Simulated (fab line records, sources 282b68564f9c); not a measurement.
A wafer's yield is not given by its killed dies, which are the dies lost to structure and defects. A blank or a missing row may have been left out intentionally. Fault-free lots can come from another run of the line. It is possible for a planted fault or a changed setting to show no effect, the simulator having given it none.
Which tool was responsible? / flow rit-cmos / Sampling: 14 lots, 42 wafers, 2 of 202 route steps

## WHAT EACH GAUGE READ, for each wafer
RIT_GATE_THK_MEAS_07. Usual: for GATE_OXIDE_THK the level is 3.02 nm and the standard deviation is 0.074.
lot=L998; measured=day 2 10:56; on=film-metro-04; GATE_OXIDE_THK (nm)=2.97 3.01 3.01; flag=
lot=L999; measured=day 2 14:50; on=film-metro-04; GATE_OXIDE_THK (nm)=3.15 3.11 3.11; flag=
lot=L100; measured=day 2 19:22; on=film-metro-04; GATE_OXIDE_THK (nm)=3.06 3.01 3.02; flag=
lot=L101; measured=day 3 01:18; on=film-metro-04; GATE_OXIDE_THK (nm)=3.11 3.10 3.06; flag=
lot=L102; measured=day 3 05:16; on=film-metro-03; GATE_OXIDE_THK (nm)=2.91 2.99 2.93; flag=
lot=L103; measured=day 3 10:56; on=film-metro-04; GATE_OXIDE_THK (nm)=2.94 3.09 3.06; flag=
lot=L107; measured=day 4 11:37; on=film-metro-02; GATE_OXIDE_THK (nm)=2.97 3.00 3.04; flag=
lot=L109; measured=day 4 19:14; on=film-metro-04; GATE_OXIDE_THK (nm)=2.92 2.96 2.96; flag=
lot=L110; measured=day 4 23:19; on=film-metro-03; GATE_OXIDE_THK (nm)=3.03 3.08 3.05; flag=
lot=L111; measured=day 5 03:26; on=film-metro-04; GATE_OXIDE_THK (nm)=3.11 3.06 3.12; flag=
lot=L112; measured=day 5 07:31; on=film-metro-02; GATE_OXIDE_THK (nm)=2.91 2.90 2.98; flag=
lot=L114; measured=day 5 17:23; on=film-metro-02; GATE_OXIDE_THK (nm)=2.95 2.99 2.91; flag=
lot=L117; measured=day 6 08:23; on=film-metro-02; GATE_OXIDE_THK (nm)=2.48 2.48 2.46; flag=OFF
lot=L119; measured=day 6 18:42; on=film-metro-02; GATE_OXIDE_THK (nm)=2.34 2.33 2.34; flag=OFF

## WHICH TOOL RAN EACH LOT (tool, then ch and the chambers of the sampled wafers, then the start)
lot=L998; RIT_GATE_OXIDATION_05=furnace-04 ch 0, day 2 09:36
lot=L999; RIT_GATE_OXIDATION_05=furnace-01 ch 0, day 2 13:31
lot=L100; RIT_GATE_OXIDATION_05=furnace-01 ch 0, day 2 18:01
lot=L101; RIT_GATE_OXIDATION_05=furnace-02 ch 0, day 2 23:06
lot=L102; RIT_GATE_OXIDATION_05=furnace-04 ch 0, day 3 03:56
lot=L103; RIT_GATE_OXIDATION_05=furnace-02 ch 0, day 3 09:32
lot=L107; RIT_GATE_OXIDATION_05=furnace-01 ch 0, day 4 09:18
lot=L109; RIT_GATE_OXIDATION_05=furnace-04 ch 0, day 4 17:55
lot=L110; RIT_GATE_OXIDATION_05=furnace-02 ch 0, day 4 21:59
lot=L111; RIT_GATE_OXIDATION_05=furnace-02 ch 0, day 5 02:07
lot=L112; RIT_GATE_OXIDATION_05=furnace-01 ch 0, day 5 06:11
lot=L114; RIT_GATE_OXIDATION_05=furnace-01 ch 0, day 5 16:03
lot=L117; RIT_GATE_OXIDATION_05=furnace-02 ch 0, day 6 07:03
lot=L119; RIT_GATE_OXIDATION_05=furnace-02 ch 0, day 6 17:18
- RIT_GATE_OXIDATION_05: target thk 3 nm, ox time 270 s.

## AS READ BY THE TOOLS THEMSELVES (means over the sampled wafers that have a number; for cases with no such wafer, the mark the record gives instead)
RIT_GATE_OXIDATION_05. Usual: spike-tc-centre-C 902.5 C, standard deviation 1; spike-tc-load-C 925.0 C, standard deviation 1.5; spike-tc-source-C 920 C, standard deviation 4.7; tube-center-temp-C 900 C, standard deviation 0.083; tube_center_temp_C_max 902.3, standard deviation 0.4.
lot=L998; tool=furnace-04; spike-tc-centre-C (C)=902.8; spike-tc-load-C (C)=926.3; spike-tc-source-C (C)=918; tube-center-temp-C (C)=900; tube_center_temp_C_max=902.4; flag=
lot=L999; tool=furnace-01; spike-tc-centre-C (C)=901.8; spike-tc-load-C (C)=926.4; spike-tc-source-C (C)=917; tube-center-temp-C (C)=900; tube_center_temp_C_max=902.3; flag=
lot=L100; tool=furnace-01; spike-tc-centre-C (C)=902.0; spike-tc-load-C (C)=925.7; spike-tc-source-C (C)=917; tube-center-temp-C (C)=900; tube_center_temp_C_max=902.1; flag=
lot=L101; tool=furnace-02; spike-tc-centre-C (C)=903.7; spike-tc-load-C (C)=923.5; spike-tc-source-C (C)=928; tube-center-temp-C (C)=900; tube_center_temp_C_max=902.0; flag=
lot=L102; tool=furnace-04; spike-tc-centre-C (C)=903.3; spike-tc-load-C (C)=925.7; spike-tc-source-C (C)=917; tube-center-temp-C (C)=900; tube_center_temp_C_max=902.0; flag=
lot=L103; tool=furnace-02; spike-tc-centre-C (C)=902.3; spike-tc-load-C (C)=924.3; spike-tc-source-C (C)=928; tube-center-temp-C (C)=900; tube_center_temp_C_max=902.6; flag=
lot=L107; tool=furnace-01; spike-tc-centre-C (C)=902.4; spike-tc-load-C (C)=925.7; spike-tc-source-C (C)=917; tube-center-temp-C (C)=900; tube_center_temp_C_max=902.2; flag=
lot=L109; tool=furnace-04; spike-tc-centre-C (C)=902.2; spike-tc-load-C (C)=925.1; spike-tc-source-C (C)=917; tube-center-temp-C (C)=900; tube_center_temp_C_max=902.1; flag=
lot=L110; tool=furnace-02; spike-tc-centre-C (C)=902.9; spike-tc-load-C (C)=923.1; spike-tc-source-C (C)=927; tube-center-temp-C (C)=900; tube_center_temp_C_max=902.3; flag=
lot=L111; tool=furnace-02; spike-tc-centre-C (C)=902.2; spike-tc-load-C (C)=924.3; spike-tc-source-C (C)=927; tube-center-temp-C (C)=900; tube_center_temp_C_max=902.0; flag=
lot=L112; tool=furnace-01; spike-tc-centre-C (C)=902.5; spike-tc-load-C (C)=926.6; spike-tc-source-C (C)=917; tube-center-temp-C (C)=900; tube_center_temp_C_max=902.2; flag=
lot=L114; tool=furnace-01; spike-tc-centre-C (C)=901.4; spike-tc-load-C (C)=924.9; spike-tc-source-C (C)=917; tube-center-temp-C (C)=900; tube_center_temp_C_max=902.3; flag=
lot=L117; tool=furnace-02; spike-tc-centre-C (C)=883.7; spike-tc-load-C (C)=904.3; spike-tc-source-C (C)=909; tube-center-temp-C (C)=882; tube_center_temp_C_max=883.7; flag=OFF
lot=L119; tool=furnace-02; spike-tc-centre-C (C)=885.1; spike-tc-load-C (C)=905.5; spike-tc-source-C (C)=908; tube-center-temp-C (C)=882; tube_center_temp_C_max=884.0; flag=OFF

## THE ANSWER, worked out from the rows above alone
Rule: a lot is off if the mean of its wafers that have a number lies more than 3 standard deviations from the usual mean. A lot without any number at a reading at which 4 lots or more have one is off too. Any other lot the step has rows for is counted as sound. After the gauges, taken in route order, come the tools' own readings; for these a lot's mean is taken, as printed above. At the first step where some lot is off, the reading lying furthest off is the one used; lots without a number count as furthest.
Off: L117, L119, at RIT_GATE_THK_MEAS_07 (GATE_OXIDE_THK).
If a tool, at a process step before that reading, ran all the lots that are off and no sound lot after the first of them, it fits. The gauges at RIT_GATE_THK_MEAS_07 aren't tried: what is off there is off at RIT_GATE_OXIDATION_05 too, on other tools, and a gauge's error can't cause that. One candidate fits, namely furnace-02 at RIT_GATE_OXIDATION_05. Its last sound lot is L111 (day 5 02:07), its first lot that is off L117 (day 6 07:03): a fault that began between those two fits.
The tool's own readings at RIT_GATE_OXIDATION_05 bear it out: on the lots that are off they differ by more than 5 times the standard deviation of the sound lots' means. spike-tc-centre-C reads 884.4 C there against 902.5 C on the sound lots; spike-tc-load-C reads 904.9 C there against 925.1 C on the sound lots; tube-center-temp-C reads 882 C there against 900 C on the sound lots; tube_center_temp_C_max reads 883.9 there against 902.2 on the sound lots.

## WHAT THE SIMULATOR HAD PUT IN
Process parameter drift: furnace-02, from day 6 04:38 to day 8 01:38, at RIT_GATE_OXIDATION_05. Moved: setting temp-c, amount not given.
Shown lots that were struck: L117, L119. Same finding as the rule above.
